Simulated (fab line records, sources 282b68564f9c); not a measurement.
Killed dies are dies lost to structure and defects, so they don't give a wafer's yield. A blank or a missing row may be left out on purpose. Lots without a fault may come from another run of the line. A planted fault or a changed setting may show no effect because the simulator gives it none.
Chamber matching | flow rit_cmos | RIT_CONTACT_ETCH_11 on rie_diel-02: 4 sister chambers
The step etches SiO2 in CHF3/CF4/Ar, stops on TiSi2, target depth 480 nm, time 320 s. 7 wafers are shown with their chamber, then 8 later ones without.

WAFERS WITH THEIR CHAMBER
wafer  | chamber | throttle_valve_pct (%) | drypump_motor_current_A (A)
L431.4 | 3       | 8.96                   | 5.7
L436.4 | 2       | 8.86                   | 5.6
L442.3 | 1       | 8.70                   | 5.8
L444.1 | 0       | 8.95                   | 5.3
L444.2 | 1       | 8.68                   | 5.8
L444.6 | 2       | 8.86                   | 5.6
L448.1 | 0       | 8.94                   | 5.2

WAFERS WITHOUT THEIR CHAMBER
wafer  | throttle_valve_pct (%) | drypump_motor_current_A (A)
L448.4 | 8.87                   | 5.6
L448.6 | 8.69                   | 5.7
L449.1 | 8.96                   | 5.7
L449.5 | 8.96                   | 5.8
L449.6 | 8.94                   | 5.2
L451.1 | 8.97                   | 5.7
L451.5 | 8.97                   | 5.2
L451.6 | 8.68                   | 5.8

WHICH CHAMBER EACH WENT THROUGH
wafer  | from the rows above | in truth
L448.4 | 2                   | 2
L448.6 | 1                   | 1
L449.1 | 3                   | 3
L449.5 | 3                   | 3
L449.6 | 0                   | 0
L451.1 | 3                   | 3
L451.5 | 0                   | 0
L451.6 | 1                   | 1
Placed correctly: 8 of 8. Can't be placed from these rows: 0. Placed wrongly: 0.
How it was worked out, from the rows above alone: a wafer's distance from a chamber is the root of the sum, over the readings, of the square of ((its reading less the chamber's mean) divided by the reading's scatter). The wafer belongs to the nearest chamber; if the next one is less than 2 further off, it can't be placed. A chamber's mean is the mean of its shown wafers. The scatter: the root of (the sum of the squares of (reading less its chamber's mean) over the shown wafers, divided by (wafers less chambers)).
